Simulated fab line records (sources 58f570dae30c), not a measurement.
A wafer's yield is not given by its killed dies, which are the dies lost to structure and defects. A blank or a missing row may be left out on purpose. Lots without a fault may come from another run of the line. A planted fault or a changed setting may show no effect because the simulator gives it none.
Which tool is to blame? | flow berkeley_cmos170 | 48 wafers from 16 lots sampled at 5 of the route's 331 steps

## WHAT EACH GAUGE READ, for each wafer
UCB170_NWELL_THK_MEAS_02. Usual: NWELL_OXIDE_THK 26.4 nm, standard deviation 0.62.
lot  | measured    | on            | NWELL_OXIDE_THK (nm) | flag
L186 | day 2 06:46 | film_metro-01 | 25.7 25.8 26.0       |
L187 | day 2 06:47 | film_metro-04 | 25.6 25.4 25.7       |
L189 | day 2 17:08 | film_metro-01 | 25.7 26.1 25.3       |
L188 | day 2 17:08 | film_metro-04 | 26.4 26.8 26.4       |
L190 | day 3 01:49 | film_metro-03 | 26.1 26.7 26.3       |
L192 | day 3 12:49 | film_metro-04 | 26.3 26.2 26.2       |
L193 | day 3 17:41 | film_metro-04 | 27.4 27.1 27.1       |
L194 | day 3 23:01 | film_metro-04 | 26.9 27.3 27.4       |
L200 | day 5 05:17 | film_metro-03 | 27.6 27.9 28.3       |
L201 | day 5 11:02 | film_metro-03 | 26.6 26.3 26.5       |
L202 | day 5 11:02 | film_metro-04 | 26.2 26.6 26.7       |
L204 | day 5 21:58 | film_metro-03 | 26.0 25.6 26.0       |
L205 | day 6 06:11 | film_metro-01 | 25.3 26.3 25.8       |
L207 | day 6 19:57 | film_metro-04 | 26.8 26.3 26.8       |
L208 | day 6 19:57 | film_metro-03 | 25.2 24.8 25.3       |
L209 | day 7 02:08 | film_metro-04 | 26.0 26.3 26.1       |

UCB170_PWELL_THK_MEAS_03. Usual: PWELL_OXIDE_THK 26.6 nm, standard deviation 0.58.
lot  | measured    | on            | PWELL_OXIDE_THK (nm) | flag
L186 | day 3 05:12 | film_metro-02 | 27.0 26.8 26.9       |
L187 | day 3 05:13 | film_metro-01 | 26.2 26.3 26.3       |
L189 | day 3 16:17 | film_metro-01 | 27.3 26.6 26.9       |
L188 | day 3 16:18 | film_metro-02 | 27.0 27.4 27.0       |
L190 | day 4 00:49 | film_metro-04 | 26.6 26.0 26.4       |
L192 | day 4 09:43 | film_metro-02 | 26.2 26.4 26.5       |
L193 | day 4 17:46 | film_metro-04 | 26.4 26.2 26.3       |
L194 | day 4 17:51 | film_metro-04 | 27.5 27.9 27.8       |
L200 | day 5 21:07 | film_metro-04 | 27.0 27.9 26.9       |
L201 | day 6 09:01 | film_metro-01 | 26.3 25.8 25.8       |
L202 | day 6 09:01 | film_metro-04 | 25.7 26.3 26.2       |
L204 | day 6 14:25 | film_metro-02 | 27.6 27.9 27.5       |
L205 | day 7 03:30 | film_metro-02 | 26.1 25.8 25.6       |
L207 | day 7 12:02 | film_metro-02 | 26.4 26.2 26.1       |
L208 | day 7 12:02 | film_metro-04 | 25.8 26.3 26.1       |
L209 | day 7 20:11 | film_metro-01 | 26.2 27.0 26.9       |

UCB170_PWELL_THK_MEAS_06. Usual: PWELL_NITRIDE_THK 220.5 nm, standard deviation 2.6.
lot  | measured    | on            | PWELL_NITRIDE_THK (nm) | flag
L186 | day 3 15:58 | film_metro-02 | 223.1 222.6 222.1      |
L187 | day 3 15:59 | film_metro-01 | 220.6 222.8 221.3      |
L189 | day 4 01:32 | film_metro-01 | 223.5 221.4 222.8      |
L188 | day 4 01:32 | film_metro-04 | 222.0 223.4 224.5      |
L190 | day 4 08:14 | film_metro-02 | 221.1 220.6 219.1      |
L192 | day 4 18:11 | film_metro-02 | 220.7 220.4 220.7      |
L193 | day 5 03:16 | film_metro-04 | 218.3 218.8 217.1      |
L194 | day 5 03:14 | film_metro-01 | 214.6 217.0 214.3      |
L200 | day 6 09:09 | film_metro-01 | 219.5 218.9 219.3      |
L201 | day 6 17:40 | film_metro-01 | 225.3 226.2 226.2      |
L202 | day 6 17:40 | film_metro-02 | 221.8 220.5 220.1      |
L204 | day 6 21:46 | film_metro-02 | 219.8 222.1 221.6      |
L205 | day 7 11:37 | film_metro-01 | 222.4 222.6 221.5      |
L207 | day 7 21:07 | film_metro-04 | 221.4 220.5 221.3      |
L208 | day 7 21:07 | film_metro-02 | 221.7 223.6 222.5      |
L209 | day 8 02:12 | film_metro-04 | 219.6 218.9 218.1      |

UCB170_ACTIVE_THK_MEAS_06. Usual: ACTIVE_NITRIDE_THK 219.5 nm, standard deviation 1.9.
lot  | measured    | on            | ACTIVE_NITRIDE_THK (nm) | flag
L186 | day 5 05:37 | film_metro-02 | 221.4 223.1 220.5       |
L187 | day 5 05:38 | film_metro-03 | 219.8 218.4 219.5       |
L189 | day 5 14:12 | film_metro-01 | 218.7 216.5 218.8       |
L188 | day 5 14:13 | film_metro-02 | 219.0 219.2 220.3       |
L190 | day 5 22:31 | film_metro-01 | 177.2 177.0 178.0       | OFF
L192 | day 6 07:59 | film_metro-01 | 173.3 176.9 174.3       | OFF
L193 | day 6 16:49 | film_metro-01 | 178.0 175.7 176.8       | OFF
L194 | day 6 16:47 | film_metro-03 | 177.8 177.8 179.0       | OFF
L200 | day 7 19:41 | film_metro-02 | 221.7 221.7 219.0       |
L201 | day 8 02:37 | film_metro-03 | 218.8 221.1 219.9       |
L202 | day 8 02:41 | film_metro-01 | 217.5 216.4 218.3       |
L204 | day 8 02:37 | film_metro-01 | 220.2 219.9 219.5       |
L205 | day 9 00:05 | film_metro-01 | 219.5 218.7 220.5       |
L207 | day 9 07:06 | film_metro-02 | 219.9 223.6 224.1       |
L208 | day 9 07:02 | film_metro-02 | 222.3 222.4 220.3       |
L209 | day 9 07:07 | film_metro-03 | 217.1 217.7 218.9       |

## EACH LOT AND THE TOOL THAT RAN IT (in order: tool; ch and the chambers of the sampled wafers; start)
lot  | UCB170_ACTIVE_CVD_05
L186 | lpcvd-02 ch 1, day 5 03:41
L187 | lpcvd-02 ch 1, day 5 03:41
L189 | lpcvd-02 ch 0, day 5 12:17
L188 | lpcvd-02 ch 0, day 5 12:17
L190 | lpcvd-02 ch 0, day 5 20:36
L192 | lpcvd-02 ch 0, day 6 06:03
L193 | lpcvd-02 ch 0, day 6 14:52
L194 | lpcvd-02 ch 0, day 6 14:52
L200 | lpcvd-02 ch 1, day 7 17:45
L201 | lpcvd-02 ch 1, day 8 00:41
L202 | lpcvd-02 ch 1, day 8 00:41
L204 | lpcvd-02 ch 1, day 8 00:41
L205 | lpcvd-02 ch 1, day 8 21:12
L207 | lpcvd-01 ch 0, day 9 05:07
L208 | lpcvd-01 ch 0, day 9 05:07
L209 | lpcvd-01 ch 0, day 9 05:07
- UCB170_ACTIVE_CVD_05: deposits Si3N4 from SiH2Cl2/NH3, target thk 220 nm, time 3300 s.

## AS READ BY THE TOOLS THEMSELVES (means over the sampled wafers that have a number; for cases with no such wafer, the mark the record gives instead)
UCB170_ACTIVE_CVD_05. Usual: spike_tc_source_C 823 C, standard deviation 5.5; zone_power_centre_pct 40 %, standard deviation 3.3.
lot  | tool     | spike_tc_source_C (C) | zone_power_centre_pct (%) | flag
L186 | lpcvd-02 | 829                   | 37                        |
L187 | lpcvd-02 | 829                   | 37                        |
L189 | lpcvd-02 | 823                   | 45                        |
L188 | lpcvd-02 | 823                   | 44                        |
L190 | lpcvd-02 | 822                   | 44                        |
L192 | lpcvd-02 | 823                   | 44                        |
L193 | lpcvd-02 | 823                   | 44                        |
L194 | lpcvd-02 | 823                   | 44                        |
L200 | lpcvd-02 | 828                   | 37                        |
L201 | lpcvd-02 | 829                   | 37                        |
L202 | lpcvd-02 | 830                   | 37                        |
L204 | lpcvd-02 | 829                   | 37                        |
L205 | lpcvd-02 | 829                   | 37                        |
L207 | lpcvd-01 | 815                   | 38                        |
L208 | lpcvd-01 | 815                   | 39                        |
L209 | lpcvd-01 | 815                   | 38                        |

## THE ANSWER, worked out from the rows above alone
Rule: take the mean of a lot's wafers that have a number; if it is more than 3 standard deviations from the usual mean, the lot is off. A lot without any number at a reading at which 4 lots or more have one is off too. Any other lot the step has rows for is counted as sound. First the gauges in route order, then the tools' own readings, where a lot's mean is used as printed above. At the first step where some lot is off, the reading lying furthest off is the one used; lots without a number count as furthest.
Off: L190, L192, L193, L194, seen at UCB170_ACTIVE_THK_MEAS_06 (ACTIVE_NITRIDE_THK).
A tool fits if, at a process step before that reading, it ran every lot that is off, and no sound lot after the first of them. Gauges at UCB170_ACTIVE_THK_MEAS_06: tried the same way as those tools. No candidate that was tried fits.

## WHAT HAD BEEN PUT IN BY THE SIMULATOR
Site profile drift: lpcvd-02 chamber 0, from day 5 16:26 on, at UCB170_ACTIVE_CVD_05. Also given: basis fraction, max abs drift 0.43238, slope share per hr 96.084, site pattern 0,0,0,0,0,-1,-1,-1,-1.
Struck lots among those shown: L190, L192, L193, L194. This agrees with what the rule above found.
